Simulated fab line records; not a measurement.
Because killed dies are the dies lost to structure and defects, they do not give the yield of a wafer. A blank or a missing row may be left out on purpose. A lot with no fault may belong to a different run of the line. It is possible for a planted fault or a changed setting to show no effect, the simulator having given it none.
fab line records -- flow ritCmos -- part 2 of 2: steps 39 to 54 of 54
[record] lots = 5, wafers = 15, lastDay = 6
route steps=202 shown PRETRO@68 GATE@75 FOX2@80 REOX@98 NLDD@103 PLDD@114
lots that met no fault: taken from a fault-free run of the same line
startH: start of the lot's first displayed wafer, in hours after the record's first day -- waitH: how many hours have passed since the lot's step before this one -- " same as the row above -- L1.1+2: a row that stands for several wafers -- - value missing, or start not given -- * or withheld: withheld -- < > ~ a bound
route shown NAME@n: NAME is a module with steps in the file, n the number in the route of the first one -- usual: mean and standard deviation over wafers with no fault -- same: alike in all rows -- chamber/n: place in a boat -- sites: the reading at each site -- _std_site: how widely they spread, as a standard deviation -- _edge_site: inner sites' mean taken away from outer sites' mean -- radiusMm: for every site, how far away it sits from the centre of the wafer -- mask NAME#n: copy n -- behind: the tool/chamber that last shaped the wafer -- hold: the reason the lot was held/the length of the hold in hours/how it ended -- device: whichever transistor did not switch (one of n, p or np) -- end of line: tests of these same wafers at the route's end -- where a step has no rows: the recipe by itself -- killed: the dies lost at the first sort to structure and to defects; this is not the yield of the wafer -- map: a wafer's dies, x killed, . not, _ none there
set.NAME: the setting the step ran with; set.NAME@STEP: the setting that earlier step ran with -- model.NAME: the simulator's own value behind a step, which no gauge read
lots at some steps of the route; a table a step, a row a wafer
services: from which hour (startH, from the record's first day; less than 0 if before it) a tool's chamber was out of use, for how many hours, and why
[[steps]]
[step RIT_NLDD_EXPOSE_03]
[recipe] maskId = M7, na = 0.57, targetCdNm = 40700, doseMj = 250
[same] na = 0.57
lot.wafer,tool,chamber,startH,waitH,mask
L076.2+3+6,ilineStepper-01,0,51.87,0.2,M7#0
L078.1+3+4,ilineStepper-01,0,62.53,0.2,M7#0
L087.1+3+5,ilineStepper-01,0,106.27,0.1,M7#0
L088.3+4+6,ilineStepper-02,0,112.16,0.3,M7#0
L092.2+5+6,ilineStepper-01,0,133.12,0.1,M7#0
[step RIT_NLDD_PEB_04]
[recipe] resist = NOVOLAK, tempC = withheld, timeS = withheld
lot.wafer,tool,chamber,startH,waitH
L076.2+3+6,lithoTrack-03,0,51.99,0.1
L078.1+3+4,lithoTrack-03,0,62.65,0.1
L087.1+3+5,lithoTrack-03,0,106.38,0.1
L088.3+4+6,lithoTrack-04,0,112.29,0.1
L092.2+5+6,lithoTrack-03,0,133.25,0.1
[step RIT_NLDD_DEVELOP_05]
[recipe] resist = NOVOLAK, developTimeS = 50, devTempC = 23
[same] developTimeS = 50
lot.wafer,tool,chamber,startH,waitH
L076.2+3+6,lithoTrack-03,0,-,-
L078.1+3+4,lithoTrack-03,0,-,-
L087.1+3+5,lithoTrack-03,0,-,-
L088.3+4+6,lithoTrack-04,0,-,-
L092.2+5+6,lithoTrack-03,0,-,-
[step RIT_NLDD_OVL_MEAS_06]
[usual] NLDD_OVL = 0.6/1.3
lot.wafer,tool,chamber,startH,waitH,NLDD_OVL[nm]
L076.2,overlay-02,-,52.25,-,-1.7
L076.3,overlay-02,-,52.25,-,-0.3
L076.6,overlay-02,-,52.25,-,-1.5
L078.1,overlay-02,-,62.93,-,1.4
L078.3,overlay-02,-,62.93,-,1.2
L078.4,overlay-02,-,62.93,-,1.0
L087.1,overlay-01,-,106.67,-,2.0
L087.3,overlay-01,-,106.67,-,0.9
L087.5,overlay-01,-,106.67,-,2.1
L088.3,overlay-02,-,112.54,-,1.7
L088.4,overlay-02,-,112.54,-,0.2
L088.6,overlay-02,-,112.54,-,1.6
L092.2,overlay-02,-,133.51,-,1.8
L092.5,overlay-02,-,133.51,-,2.0
L092.6,overlay-02,-,133.51,-,3.1
[step RIT_NLDD_HARDBAKE_07]
[recipe] resist = NOVOLAK, tempC = 140, timeS = 60
lot.wafer,tool,chamber,startH,waitH
L076.2+3+6,lithoTrack-03,0,52.31,0.0
L078.1+3+4,lithoTrack-04,0,62.97,0.0
L087.1+3+5,lithoTrack-04,0,106.70,0.0
L088.3+4+6,lithoTrack-03,0,112.61,0.1
L092.2+5+6,lithoTrack-01,0,133.63,0.1
[step RIT_NLDD_IMPLANT_08]
[recipe] species = P, energyKev = 20, doseCm2 = 5e+14, tiltDeg = 7
lot.wafer,tool,chamber,startH,waitH
L076.2+3+6,implanter-03,0,52.46,0.1
L078.1+3+4,implanter-03,0,63.12,0.1
L087.1+3+5,implanter-02,0,106.85,0.1
L088.3+4+6,implanter-04,0,112.76,0.1
L092.2+5+6,implanter-04,0,133.78,0.1
[step RIT_NLDD_STRIP_09]
[recipe] chemistry = O2, timeS = 180, resist = NOVOLAK, platenTempC = withheld, powerW = 500, pressureMtorr = 4000, o2FlowSccm = 4000
[usual] drypumpMotorCurrentA = 5.43/0.23
lot.wafer,tool,chamber,startH,waitH,drypumpMotorCurrentA,rfHoursCounterH
L076.2,plasmaAsher-01,0,52.58,0.1,5.36,42
L076.3,plasmaAsher-01,1,52.58,0.1,5.27,-
L076.6,plasmaAsher-01,1,52.58,0.1,5.25,-
L078.1,plasmaAsher-01,0,63.27,0.1,5.36,43
L078.3,plasmaAsher-01,1,63.27,0.1,5.26,-
L078.4,plasmaAsher-01,0,63.27,0.1,5.36,-
L087.1,plasmaAsher-01,0,107.00,0.1,5.37,47
L087.3,plasmaAsher-01,0,107.00,0.1,5.36,-
L087.5,plasmaAsher-01,1,107.00,0.1,5.25,-
L088.3,plasmaAsher-04,0,112.92,0.1,5.37,-
L088.4,plasmaAsher-04,1,112.92,0.1,5.30,-
L088.6,plasmaAsher-04,0,112.92,0.1,5.40,-
L092.2,plasmaAsher-01,0,133.90,0.1,5.37,2
L092.5,plasmaAsher-01,0,133.90,0.1,5.35,-
L092.6,plasmaAsher-01,1,133.90,0.1,5.25,-
[step RIT_NLDD_TW_MEAS_10]
[usual] NLDD_TW = 2461/14
lot.wafer,tool,chamber,startH,waitH,NLDD_TW
L076.2,filmMetro-01,-,52.77,0.1,2453
L076.3,filmMetro-01,-,52.77,0.1,2451
L076.6,filmMetro-01,-,52.77,0.1,2448
L078.1,filmMetro-01,-,63.45,0.1,2456
L078.3,filmMetro-01,-,63.45,0.1,2451
L078.4,filmMetro-01,-,63.45,0.1,2452
L087.1,filmMetro-02,-,107.18,0.1,2467
L087.3,filmMetro-02,-,107.18,0.1,2471
L087.5,filmMetro-02,-,107.18,0.1,2440
L088.3,filmMetro-02,-,113.06,0.1,2465
L088.4,filmMetro-02,-,113.06,0.1,2461
L088.6,filmMetro-02,-,113.06,0.1,2465
L092.2,filmMetro-02,-,134.09,0.1,2441
L092.5,filmMetro-02,-,134.09,0.1,2463
L092.6,filmMetro-02,-,134.09,0.1,2462
[step RIT_PLDD_HMDS_00]
[recipe] primeTimeS = 60, primeTempC = 140
lot.wafer,tool,chamber,startH,waitH
L076.2+3+6,lithoTrack-04,0,52.84,0.1
L078.1+3+4,lithoTrack-04,0,63.51,0.1
L087.1+3+5,lithoTrack-02,0,107.24,0.1
L088.3+4+6,lithoTrack-04,0,113.15,0.1
L092.2+5+6,lithoTrack-02,0,134.16,0.1
[step RIT_PLDD_COAT_01]
[recipe] resist = NOVOLAK, spinRpm = 3250, resistThkNm = 1000
lot.wafer,tool,chamber,startH,waitH
L076.2+3+6,lithoTrack-04,0,52.99,0.1
L078.1+3+4,lithoTrack-04,0,63.66,0.1
L087.1+3+5,lithoTrack-02,0,107.39,0.1
L088.3+4+6,lithoTrack-04,0,113.30,0.1
L092.2+5+6,lithoTrack-02,0,134.31,0.1
[step RIT_PLDD_SOFTBAKE_02]
[recipe] resist = NOVOLAK, tempC = 90, timeS = 60
lot.wafer,tool,chamber,startH,waitH
L076.2+3+6,lithoTrack-04,0,53.14,0.1
L078.1+3+4,lithoTrack-04,0,63.81,0.1
L087.1+3+5,lithoTrack-02,0,107.54,0.1
L088.3+4+6,lithoTrack-04,0,113.45,0.1
L092.2+5+6,lithoTrack-02,0,134.46,0.1
[step RIT_PLDD_EXPOSE_03]
[recipe] maskId = M8, na = 0.57, targetCdNm = 40900, doseMj = 250
[same] na = 0.57
lot.wafer,tool,chamber,startH,waitH,mask
L076.2+3+6,ilineStepper-02,0,53.41,0.2,M8#0
L078.1+3+4,ilineStepper-02,0,64.08,0.2,M8#0
L087.1+3+5,ilineStepper-01,0,107.69,0.1,M8#0
L088.3+4+6,ilineStepper-02,0,113.71,0.2,M8#0
L092.2+5+6,ilineStepper-01,0,134.73,0.2,M8#0
[step RIT_PLDD_PEB_04]
[recipe] resist = NOVOLAK, tempC = withheld, timeS = withheld
lot.wafer,tool,chamber,startH,waitH
L076.2+3+6,lithoTrack-01,0,53.53,0.1
L078.1+3+4,lithoTrack-04,0,64.20,0.1
L087.1+3+5,lithoTrack-02,0,107.80,0.1
L088.3+4+6,lithoTrack-04,0,113.84,0.1
L092.2+5+6,lithoTrack-01,0,134.85,0.1
[step RIT_PLDD_DEVELOP_05]
[recipe] resist = NOVOLAK, developTimeS = 50, devTempC = 23.98
[same] developTimeS = 50
lot.wafer,tool,chamber,startH,waitH
L076.2+3+6,lithoTrack-01,0,-,-
L078.1+3+4,lithoTrack-04,0,-,-
L087.1+3+5,lithoTrack-02,0,-,-
L088.3+4+6,lithoTrack-04,0,-,-
L092.2+5+6,lithoTrack-01,0,-,-
[step RIT_PLDD_OVL_MEAS_06]
[usual] PLDD_OVL = 0.4/1.4
lot.wafer,tool,chamber,startH,waitH,PLDD_OVL[nm]
L076.2,overlay-02,-,53.80,-,1.3
L076.3,overlay-02,-,53.80,-,1.3
L076.6,overlay-02,-,53.80,-,1.9
L078.1,overlay-02,-,64.48,-,-1.1
L078.3,overlay-02,-,64.48,-,-1.9
L078.4,overlay-02,-,64.48,-,-1.8
L087.1,overlay-02,-,108.09,-,1.9
L087.3,overlay-02,-,108.09,-,1.2
L087.5,overlay-02,-,108.09,-,1.7
L088.3,overlay-02,-,114.08,-,-0.4
L088.4,overlay-02,-,114.08,-,-0.4
L088.6,overlay-02,-,114.08,-,-0.4
L092.2,overlay-02,-,135.12,-,0.1
L092.5,overlay-02,-,135.12,-,-0.7
L092.6,overlay-02,-,135.12,-,-0.7
[step RIT_PLDD_HARDBAKE_07]
[recipe] resist = NOVOLAK, tempC = 140, timeS = 60
lot.wafer,tool,chamber,startH,waitH
L076.2+3+6,lithoTrack-02,0,53.85,0.0
L078.1+3+4,lithoTrack-02,0,64.52,0.0
L087.1+3+5,lithoTrack-01,0,108.12,0.0
L088.3+4+6,lithoTrack-01,0,114.16,0.1
L092.2+5+6,lithoTrack-04,0,135.17,0.0
[[services]]
tool,chamber,startH,hours,kind
furnace-03,-,19.71,4.3,pm
implanter-02,-,24.46,19.6,repair
plasmaAsher-04,-,30.46,1.8,repair
lpcvd-02,-,37.68,1.6,repair
furnace-01,-,38.43,3.4,pm
rieSi-02,-,41.77,14.6,pm
implanter-02,-,44.18,7.1,repair
wetBench-03,-,52.86,0.9,repair
plasmaAsher-04,-,59.66,0.8,repair
implanter-03,-,72.95,3.6,repair
implanter-04,-,77.54,1.0,repair
plasmaAsher-01,-,77.77,2.8,pm
implanter-04,-,81.70,2.8,repair
furnace-03,-,83.65,2.4,pm
implanter-02,-,89.40,6.8,repair
implanter-02,-,94.09,1.1,repair
ilineStepper-02,-,96.81,14.0,repair
plasmaAsher-02,-,105.46,2.7,repair
plasmaAsher-01,-,108.75,9.0,pm
plasmaAsher-01,0,108.75,9.0,ventCycle
ilineStepper-01,-,110.81,1.7,pm
furnace-01,-,119.41,23.6,repair
implanter-02,-,134.38,5.2,pm
implanter-03,-,135.18,6.8,repair
